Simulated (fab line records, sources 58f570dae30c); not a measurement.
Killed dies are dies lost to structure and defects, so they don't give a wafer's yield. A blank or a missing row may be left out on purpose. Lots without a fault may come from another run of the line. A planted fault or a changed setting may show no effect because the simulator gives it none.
Which tool did it? | flow berkeley_cmos170 | 7 lots, 21 wafers sampled, at 2 steps of a route of 331

WHAT THE GAUGES READ, wafer by wafer
UCB170_PWELL_THK_MEAS_06.
lot  | measured    | on            | PWELL_NITRIDE_THK (nm)
L414 | day 3 16:41 | film_metro-04 | 217.3 219.2 220.5
L417 | day 4 09:04 | film_metro-04 | 220.2 220.3 219.5
L421 | day 4 17:46 | film_metro-01 | 221.5 221.4 224.1
L425 | day 5 19:45 | film_metro-04 | 217.1 217.0 216.0
L430 | day 6 20:25 | film_metro-04 | 269.6 268.7 267.5
L434 | day 7 14:11 | film_metro-01 | 222.4 222.0 221.5
L436 | day 7 23:23 | film_metro-04 | 219.9 218.6 218.9

WHICH TOOL RAN EACH LOT (tool, then ch and the chambers of the sampled wafers, then the start)
lot  | UCB170_PWELL_CVD_05
L414 | lpcvd-01 ch 0, day 3 14:46
L417 | lpcvd-02 ch 1, day 4 07:08
L421 | lpcvd-01 ch 1, day 4 15:43
L425 | lpcvd-02 ch 1, day 5 17:49
L430 | lpcvd-01 ch 0, day 6 18:29
L434 | lpcvd-02 ch 0, day 7 12:16
L436 | lpcvd-02 ch 0, day 7 21:26
- UCB170_PWELL_CVD_05: deposits Si3N4 from SiH2Cl2/NH3, target thk 220 nm, time 3300 s.

THE ANSWER, worked out from the rows above alone
Rule: what is usual is taken from the lots themselves. Put in order of their means at a reading, lots are off if they are a third of the lots or fewer, leave a main group of 4 or more, and stand apart from it by a gap of 3 or more times the standard deviation of the main group's means; of several such gaps the widest counts. A main group whose means are all the same, to the digits that the tables above print for the reading, isn't used. A lot without any number at a reading at which 4 lots or more have one is off too. The other lots that the step has rows for count as sound.
Off: L430, at UCB170_PWELL_THK_MEAS_06 (PWELL_NITRIDE_THK). The main group: mean 219.9 nm, standard deviation 1.9.
A tool fits if, at a process step before that reading, it ran every lot that is off, and no sound lot after the first of them. The gauges at UCB170_PWELL_THK_MEAS_06 are tried like those tools. One fits: lpcvd-01 at UCB170_PWELL_CVD_05. Its last sound lot is L421 (day 4 15:43), its first lot that is off L430 (day 6 18:29): a fault that began between those two fits.

WHAT THE SIMULATOR HAD PUT IN
Process parameter drift: lpcvd-01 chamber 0, from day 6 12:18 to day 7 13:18, at UCB170_PWELL_CVD_05. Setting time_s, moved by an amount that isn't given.
Lots struck among those shown: L430. The rule above found the same.
